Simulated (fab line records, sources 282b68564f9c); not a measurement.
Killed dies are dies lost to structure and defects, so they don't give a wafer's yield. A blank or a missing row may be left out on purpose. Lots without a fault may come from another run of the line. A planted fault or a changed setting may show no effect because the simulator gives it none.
One fault seen from 2 desks | flow rit_cmos | each desk has only its own numbers; what lay behind them comes last

THE TOOL OWNER'S DESK: implanter-02
The tool's own readings at RIT_NSD_IMPLANT_08: means of the sampled wafers that have a number, for each lot that ran on this tool. A lot is out of limits, marked OUT, if its mean lies more than 4 standard deviations from the usual mean; the brackets give that distance.
Columns: A = beam_energy_keV at RIT_NSD_IMPLANT_08, usual 24.998; B = beam_on_s at RIT_NSD_IMPLANT_08, usual 9.99 s; C = dose_ions_cm2 at RIT_NSD_IMPLANT_08, usual 1.0001e+15; D = faraday_current_uA at RIT_NSD_IMPLANT_08, usual 3135
lot  | first seen here | A      | B               | C          | D
L753 | day 3 05:35     | 24.999 | 10.21           | 9.9883e+14 | 3071
L758 | day 4 05:10     | 25.001 | 9.96            | 1.0004e+15 | 3157
L759 | day 4 11:28     | 25.000 | 10.02           | 1.0006e+15 | 3123
L760 | day 4 15:47     | 24.995 | 9.88            | 9.9893e+14 | 3174
L762 | day 5 01:11     | 24.997 | 14.43 (+20) OUT | 9.9960e+14 | 2173 (-14) OUT
L765 | day 5 16:56     | 25.003 | 14.14 (+19) OUT | 9.9870e+14 | 2218 (-13) OUT
This desk's finding: out of limits on L762, L765; first on L762, day 5 01:11 (beam_on_s at RIT_NSD_IMPLANT_08). In limits: L753, L758, L759, L760.

THE METROLOGY DESK
What the gauges read, lot by lot, whatever tool the lot ran on: means of the sampled wafers that have a number. A lot is out of limits, marked OUT, if its mean lies more than 4 standard deviations from the usual mean; the brackets give that distance.
Columns: A = PRETRO_OVL at RIT_PRETRO_OVL_MEAS_06, usual 0.1 nm; B = NSD_TW at RIT_NSD_TW_MEAS_10, usual 3123; C = NSD_RS at RIT_SDANNEAL_RS_MEAS_05, usual 84.68 ohm/sq
lot  | first seen here | A    | B              | C
L752 | day 2 08:19     | -0.2 | 3110           | 84.97
L753 | day 2 11:50     | 1.2  | 3111           | 84.87
L754 | day 2 17:31     | 0.1  | 3126           | 85.07
L756 | day 3 03:56     | 1.7  | 3128           | 84.67
L758 | day 3 12:32     | 0.6  | 3113           | 84.55
L759 | day 3 18:35     | 0.9  | 3111           | 84.35
L760 | day 3 22:44     | 0.5  | 3105           | 84.64
L761 | day 4 04:42     | 0.9  | 3110           | 85.31
L762 | day 4 09:14     | -0.8 | 3325 (+16) OUT | 64.47 (-70) OUT
L765 | day 5 00:16     | -0.9 | 3339 (+17) OUT | 64.43 (-70) OUT
L767 | day 5 09:50     | 0.5  | 3137           | 84.63
L768 | day 5 14:43     | -1.5 | 3128           | 84.78
L771 | day 6 05:59     | -2.0 | 3132           | 84.87
L774 | day 6 21:23     | -1.3 | 3125           | 84.55
This desk's finding: out of limits on L762, L765; first on L762, day 5 01:31 (NSD_TW at RIT_NSD_TW_MEAS_10). In limits: L752, L753, L754, L756, L758, L759, L760, L761, L767, L768, L771, L774.

PUT TOGETHER
The tool owner's desk could have raised an alarm at day 5 01:11, on L762, L765.
The metrology desk could have raised an alarm at day 5 01:31, on L762, L765.
Of the lots named, all ran RIT_NSD_IMPLANT_08 on implanter-02.

WHAT THE SIMULATOR HAD PUT IN
Process parameter drift: implanter-02, from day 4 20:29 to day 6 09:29, at RIT_NSD_IMPLANT_08. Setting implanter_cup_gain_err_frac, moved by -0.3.
Lots struck among those shown: L762, L765.
Hours from the fault's start to each desk's first reading out of limits: the tool owner's desk, 5; the metrology desk, 5.
